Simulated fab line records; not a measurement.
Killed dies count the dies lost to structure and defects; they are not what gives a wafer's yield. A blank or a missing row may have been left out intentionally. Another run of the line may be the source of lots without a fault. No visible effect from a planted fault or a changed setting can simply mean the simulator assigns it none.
Commonality check across tools | flow berkeley_cmos170 | 14 lots, 42 wafers sampled

## THE REASON FOR OPENING IT
Of 14 lots, 2 have the reading WELLDRIVE_OXIDE_THK flagged at UCB170_WELLDRIVE_THK_MEAS_02. Wafers without a fault read 197 nm, standard deviation 4.
Rule: a lot is flagged in two cases, either no wafer of it has a number, or all its wafers with numbers fall more than 4 standard deviations from that mean. As for the other lots, they are considered sound.

lot  | measured    | on            | WELLDRIVE_OXIDE_THK (nm), wafer by wafer | flag
L437 | day 4 10:14 | film_metro-03 | 193 195 196                              |
L436 | day 4 10:18 | film_metro-03 | 199 198 200                              |
L439 | day 4 18:49 | film_metro-03 | 194 193 197                              |
L440 | day 5 05:11 | film_metro-03 | 189 194 193                              |
L442 | day 5 13:30 | film_metro-03 | 195 194 193                              |
L443 | day 5 17:51 | film_metro-02 | 198 202 201                              |
L445 | day 6 04:16 | film_metro-02 | 198 201 199                              |
L447 | day 6 14:18 | film_metro-03 | 198 196 197                              |
L448 | day 6 20:43 | film_metro-02 | 199 199 199                              |
L450 | day 7 05:51 | film_metro-02 | 198 202 200                              |
L454 | day 8 05:29 | film_metro-03 | 144 145 146                              | FLAGGED
L455 | day 8 05:29 | film_metro-01 | 151 151 148                              | FLAGGED
L457 | day 8 17:49 | film_metro-02 | 203 198 202                              |
L458 | day 8 17:49 | film_metro-03 | 198 198 200                              |
Average over the flagged lots: 148 nm; offset from the usual -50 nm, equal to -12 standard deviations.

## EACH LOT AND THE TOOL IT RAN ON
The record keeps 1 process step preceding the reading, out of 331 steps on the route. Cell contents, in order: the tool; ch with the chambers the sampled wafers went through; the start.
lot  | flag    | UCB170_WELLDRIVE_OXIDATION_01
L437 |         | furnace-04 ch 0, day 4 06:40
L436 |         | furnace-04 ch 0, day 4 06:40
L439 |         | furnace-02 ch 0, day 4 15:17
L440 |         | furnace-01 ch 0, day 5 01:41
L442 |         | furnace-04 ch 0, day 5 09:58
L443 |         | furnace-02 ch 0, day 5 14:21
L445 |         | furnace-02 ch 0, day 6 00:42
L447 |         | furnace-04 ch 0, day 6 10:47
L448 |         | furnace-04 ch 0, day 6 17:12
L450 |         | furnace-02 ch 0, day 7 02:21
L454 | FLAGGED | furnace-04 ch 0, day 8 01:58
L455 | FLAGGED | furnace-04 ch 0, day 8 01:58
L457 |         | furnace-02 ch 0, day 8 14:19
L458 |         | furnace-02 ch 0, day 8 14:19
What these steps do:
- UCB170_WELLDRIVE_OXIDATION_01: target thk 199 nm, ox time 9000 s.
- UCB170_WELLDRIVE_THK_MEAS_02

## FLAGGED AGAINST TOTAL, ONE TOOL AT A TIME (gauges that did the reading follow at the end)
step                          | tool          | lots run | flagged | share of the flagged lots | sound lots run after its first flagged lot
UCB170_WELLDRIVE_OXIDATION_01 | furnace-01    | 1        | 0       | none                      | -
UCB170_WELLDRIVE_OXIDATION_01 | furnace-02    | 6        | 0       | none                      | -
UCB170_WELLDRIVE_OXIDATION_01 | furnace-04    | 7        | 2       | all                       | 0
UCB170_WELLDRIVE_THK_MEAS_02  | film_metro-01 | 1        | 1       | some                      | 0
UCB170_WELLDRIVE_THK_MEAS_02  | film_metro-02 | 5        | 0       | none                      | -
UCB170_WELLDRIVE_THK_MEAS_02  | film_metro-03 | 8        | 1       | some                      | 1 (L458)

## WHAT IS ALLOWED BY THE TABLE
Rows of the table that ran each flagged lot: 1, that is furnace-04 at UCB170_WELLDRIVE_OXIDATION_01.
- furnace-04 at UCB170_WELLDRIVE_OXIDATION_01 ran 7 lots, 2 of them flagged. A fault beginning between L448 (day 6 17:12), its last sound lot, and L454 (day 8 01:58), its first flagged one, fits the data.
Left over: one tool, furnace-04 at UCB170_WELLDRIVE_OXIDATION_01.

## WHAT WAS PUT IN BY THE SIMULATOR
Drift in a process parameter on furnace-04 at UCB170_WELLDRIVE_OXIDATION_01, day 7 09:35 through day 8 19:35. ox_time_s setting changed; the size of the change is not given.
Shown lots that were struck: L454, L455. The rule above reached the same finding.
